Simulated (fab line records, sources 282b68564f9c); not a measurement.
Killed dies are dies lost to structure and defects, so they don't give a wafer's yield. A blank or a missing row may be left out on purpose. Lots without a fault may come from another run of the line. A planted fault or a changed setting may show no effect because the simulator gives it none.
fab line records | flow rit_cmos
record lots=14 wafers=41 last_day=7
route steps=202 shown SDANNEAL@156 PSD@157 PLDD@159 M1@202
lots that met no fault: from a run of the same line without faults
start_h: hours from the record's first day to the start of the lot's first wafer shown | wait_h: hours since the lot's step before | " the same as in the row above | L1.1+2: a row that stands for several wafers | - no value, or no start given | * or withheld: withheld | < > ~ a bound
route shown NAME@n: a module of which the file shows steps, and the number in the route of the first | usual: mean/standard deviation of fault-free wafers | same: alike in all rows | chamber/n: place in a boat | sites: the reading at each site | _std_site: their standard deviation | _edge_site: outer sites' mean less inner sites' | radius_mm: how far each site lies from the wafer's centre | mask NAME#n: copy n | behind: the tool/chamber that last shaped the wafer | hold: why the lot was held/for how many hours/how that ended | device: the transistor (n, p or np) that didn't switch | end of line: the same wafers' tests at the end of the route | a step without rows: its recipe alone | killed: dies lost to structure and defects at the first sort, not the wafer's yield | map: a wafer's dies, x killed, . not, _ none there
set.NAME: the setting as run; set.NAME@STEP: as run at that earlier step | model.NAME: the simulator's own value behind a step, which no gauge read
steps of the route over a sample of lots; a table a step, a row a wafer
## steps
# step RIT_SDANNEAL_RTA_03
# recipe temp_c=1050 time_s=5 idle_temp_c=600 ramp_up_c_per_s=342 ramp_down_c_per_s=171 cool_to_c=600 ambient=N2
# usual ramp_up_c_per_s=342.01/0.062 wafer_temp_C_max=1053.5/1.3
# columns lot.wafer tool chamber start_h wait_h ramp_up_c_per_s wafer_temp_C_max
L282.2 rtp_anneal-01 0 61.80 0.0 341.94 1051.9
L282.4 " 0 " " 341.99 1054.9
L282.6 " 0 " " 342.04 1054.0
L283.1 rtp_anneal-02 0 66.52 0.0 341.97 1051.9
L283.3 " 0 " " 341.94 1053.6
L283.6 " 0 " " 342.10 1054.5
L284.1 rtp_anneal-01 0 68.12 0.0 341.96 1055.3
L284.3 " 0 " " 341.91 1053.2
L284.6 " 0 " " 341.98 1052.9
L286.1 rtp_anneal-01 0 87.22 0.0 341.99 1053.1
L286.2 " 0 " " 341.97 1052.3
L286.4 " 0 " " 342.01 1054.7
L287.2 rtp_anneal-02 0 87.34 0.0 341.99 1052.5
L287.4 " 0 " " 342.01 1055.0
L287.6 " 0 " " 341.87 1054.6
L289.3 rtp_anneal-02 0 100.59 0.0 341.86 1054.1
L289.4 " 0 " " 341.99 1053.4
L289.5 " 0 " " 342.00 1053.0
L290.3 rtp_anneal-02 0 109.29 0.0 342.05 1053.8
L290.4 " 0 " " 341.99 1053.9
L290.6 " 0 " " 341.97 1053.1
L293.2 rtp_anneal-02 0 114.11 0.0 342.05 1057.0
L293.3 " 0 " " 342.02 1055.1
L293.4 " 0 " " 341.99 1052.4
L295.2 rtp_anneal-02 0 124.28 0.0 342.00 1053.2
L295.3 " 0 " " 342.10 1054.2
L295.5 " 0 " " 342.06 1052.0
L296.1 rtp_anneal-01 0 129.08 0.0 341.91 1053.3
L296.3 " 0 " " 342.03 1053.5
L296.4 " 0 " " 342.06 1053.2
L297.2 rtp_anneal-02 0 134.78 0.0 341.97 1043.8
L297.6 " 0 " " 342.10 1045.5
L298.3 rtp_anneal-01 0 141.08 0.0 342.02 1054.7
L298.4 " 0 " " 342.08 1051.9
L298.5 " 0 " " 342.08 1055.1
L299.1 rtp_anneal-02 0 145.91 0.0 341.97 1043.9
L299.4 " 0 " " 342.04 1044.3
L299.5 " 0 " " 341.99 1045.9
L302.1 rtp_anneal-01 0 166.67 0.0 341.90 1051.8
L302.3 " 0 " " 341.98 1052.4
L302.5 " 0 " " 342.05 1056.8
# step RIT_SDANNEAL_RS_MEAS_04
# recipe thk_meas_gauge=four-point-probe
# usual PSD_RS=115.89/0.28
# columns lot.wafer tool chamber start_h wait_h PSD_RS[ohm/sq]
L282.2 film_metro-01 - 61.87 0.1 115.70
L282.4 " - " " 116.38
L282.6 " - " " 115.78
L283.1 film_metro-01 - 66.58 0.0 116.20
L283.3 " - " " 115.93
L283.6 " - " " 115.63
L284.1 film_metro-02 - 68.24 0.1 115.57
L284.3 " - " " 115.37
L284.6 " - " " 115.28
L286.1 film_metro-02 - 87.28 0.0 115.99
L286.2 " - " " 116.24
L286.4 " - " " 115.64
L287.2 film_metro-01 - 87.41 0.1 116.11
L287.4 " - " " 115.99
L287.6 " - " " 116.16
L289.3 film_metro-02 - 100.67 0.1 115.82
L289.4 " - " " 116.02
L289.5 " - " " 115.99
L290.3 film_metro-03 - 109.37 0.1 116.02
L290.4 " - " " 116.00
L290.6 " - " " 115.83
L293.2 film_metro-03 - 114.18 0.1 116.18
L293.3 " - " " 115.79
L293.4 " - " " 115.99
L295.2 film_metro-01 - 124.35 0.1 115.42
L295.3 " - " " 115.74
L295.5 " - " " 115.64
L296.1 film_metro-02 - 129.14 0.0 115.72
L296.3 " - " " 115.37
L296.4 " - " " 115.75
L297.2 film_metro-02 - 134.85 0.1 122.15
L297.6 " - " " 121.91
L298.3 film_metro-01 - 141.16 0.1 115.95
L298.4 " - " " 115.66
L298.5 " - " " 115.92
L299.1 film_metro-02 - 145.97 0.0 121.19
L299.4 " - " " 121.14
L299.5 " - " " 121.00
L302.1 film_metro-02 - 166.73 0.0 116.03
L302.3 " - " " 115.59
L302.5 " - " " 116.14
# step RIT_SDANNEAL_RS_MEAS_06
# recipe thk_meas_gauge=four-point-probe
# usual PLDD_RS=178.6/0.46
# columns lot.wafer tool chamber start_h wait_h PLDD_RS[ohm/sq]
L282.2 film_metro-01 - 62.11 0.1 178.4
L282.4 " - " " 178.5
L282.6 " - " " 178.4
L283.1 film_metro-01 - 66.82 0.1 179.2
L283.3 " - " " 179.2
L283.6 " - " " 178.7
L284.1 film_metro-02 - 68.48 0.1 178.1
L284.3 " - " " 178.4
L284.6 " - " " 177.8
L286.1 film_metro-02 - 87.52 0.1 179.3
L286.2 " - " " 178.8
L286.4 " - " " 178.8
L287.2 film_metro-01 - 87.65 0.1 178.8
L287.4 " - " " 178.0
L287.6 " - " " 178.7
L289.3 film_metro-02 - 100.91 0.1 178.6
L289.4 " - " " 179.1
L289.5 " - " " 178.9
L290.3 film_metro-03 - 109.61 0.1 178.8
L290.4 " - " " 180.0
L290.6 " - " " 178.9
L293.2 film_metro-03 - 114.42 0.1 179.2
L293.3 " - " " 178.2
L293.4 " - " " 179.2
L295.2 film_metro-01 - 124.59 0.1 177.9
L295.3 " - " " 177.6
L295.5 " - " " 177.5
L296.1 film_metro-02 - 129.38 0.1 178.6
L296.3 " - " " 178.5
L296.4 " - " " 178.8
L297.2 film_metro-02 - 135.09 0.1 183.8
L297.6 " - " " 184.1
L298.3 film_metro-01 - 141.40 0.1 178.9
L298.4 " - " " 178.6
L298.5 " - " " 178.9
L299.1 film_metro-02 - 146.21 0.1 183.9
L299.4 " - " " 183.9
L299.5 " - " " 184.0
L302.1 film_metro-02 - 166.97 0.1 178.9
L302.3 " - " " 178.7
L302.5 " - " " 179.0
# step RIT_M1_PROBE_99
# usual killed_at_contacts=0.1/0.32 killed_at_front_end=6/3.1 killed_dies=7/3.2 killed_open=3.1/1.9 killed_short=3.5/2.2
# same gross_dies=264 killed_at_M0_to_M3=0 killed_at_M4_up=0 killed_at_back_side=0 killed_at_other=0
# columns lot.wafer tool chamber start_h wait_h killed_at_contacts killed_at_front_end killed_dies killed_open killed_short
L293.2 prober-02 - 122.07 0.1 0 6 6 4 2
L293.3 prober-02 - 122.12 0.2 0 11 11 7 4
L293.4 prober-02 - 122.17 0.2 0 10 10 2 8
L295.2 prober-02 - 131.76 0.1 0 10 10 1 9
L295.3 prober-02 - 131.81 0.2 0 1 1 1 0
L295.5 prober-02 - 131.91 0.2 0 4 4 2 2
L296.1 prober-01 - 136.64 0.1 0 8 8 5 3
L296.3 prober-01 - 136.74 0.2 0 4 4 3 1
L296.4 prober-01 - 136.79 0.2 0 6 6 5 1
L298.3 prober-01 - 148.64 0.2 0 11 11 5 6
L298.4 prober-01 - 148.69 0.2 0 5 5 1 4
L298.5 prober-01 - 148.74 0.2 0 9 9 2 7
# killed by level:class
L293.2 GATE:geometric_particle:open=2 REOX:geometric_particle:open=2 FOX1:geometric_particle:short=1 GATE:geometric_particle:short=1
L293.3 GATE:geometric_particle:open=4 GATE:geometric_particle:short=3 FOX1:geometric_particle:short=1 FOX1:geometric_particle:open=1 REOX:geometric_particle:open=1 SILICIDE:geometric_particle:open=1
L293.4 GATE:geometric_particle:short=3 REOX:geometric_particle:short=3 FOX2:geometric_particle:short=2 GATE:geometric_particle:open=1 REOX:geometric_particle:open=1
L295.2 REOX:geometric_particle:short=4 GATE:geometric_particle:short=3 FOX1:geometric_particle:short=1 FOX2:geometric_particle:open=1 SILICIDE:geometric_particle:short=1
L295.3 REOX:geometric_particle:open=1
L295.5 GATE:geometric_particle:short=2 SPACER:geometric_particle:open=1 SILICIDE:geometric_particle:open=1
L296.1 GATE:geometric_particle:open=3 FOX1:geometric_particle:open=1 GATE:geometric_particle:short=1 SPACER:geometric_particle:short=1 SILICIDE:geometric_particle:open=1 SILICIDE:geometric_particle:short=1
L296.3 GATE:geometric_particle:open=2 REOX:geometric_particle:short=1 REOX:geometric_particle:open=1
L296.4 GATE:geometric_particle:open=4 FOX2:geometric_particle:open=1 GATE:geometric_particle:short=1
L298.3 GATE:geometric_particle:open=3 GATE:geometric_particle:short=3 FOX1:geometric_particle:short=1 FOX2:geometric_particle:open=1 FOX2:geometric_particle:short=1 SPACER:geometric_particle:open=1 SILICIDE:geometric_particle:short=1
L298.4 GATE:geometric_particle:short=2 FOX1:geometric_particle:short=1 FOX2:geometric_particle:open=1 SILICIDE:geometric_particle:short=1
L298.5 GATE:geometric_particle:short=4 SILICIDE:geometric_particle:short=2 FOX2:geometric_particle:short=1 GATE:geometric_particle:open=1 SILICIDE:geometric_particle:open=1
## key
first_sign step=RIT_SDANNEAL_RTA_03 reading=wafer_temp_C_max direction=down sigmas=6.8 usual=* struck=*
effect step=RIT_SDANNEAL_RS_MEAS_04 reading=PSD_RS direction=up sigmas=20 usual=115.89 struck=121.48
effect step=RIT_SDANNEAL_RS_MEAS_06 reading=PLDD_RS direction=up sigmas=12 usual=178.6 struck=183.9
met_at RIT_SDANNEAL_RTA_03
struck_lots L297,L299
tester_left_out L297,L299
onset_between 124.28 134.78
fault kind=process_parameter_drift tool=rtp_anneal-02 chamber=- onset_h=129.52 steps=RIT_SDANNEAL_RTA_03 channel=temp_c offset=* shape=step end_h=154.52 acts_in=* stated=*
# tester_left_out: of these lots the tester's yield and bins aren't shown, on N5 and GAA mostly nor the transistor test; their killed dies are dies lost to structure and defects alone, not to doping, threshold or leakage, so they don't give the yield
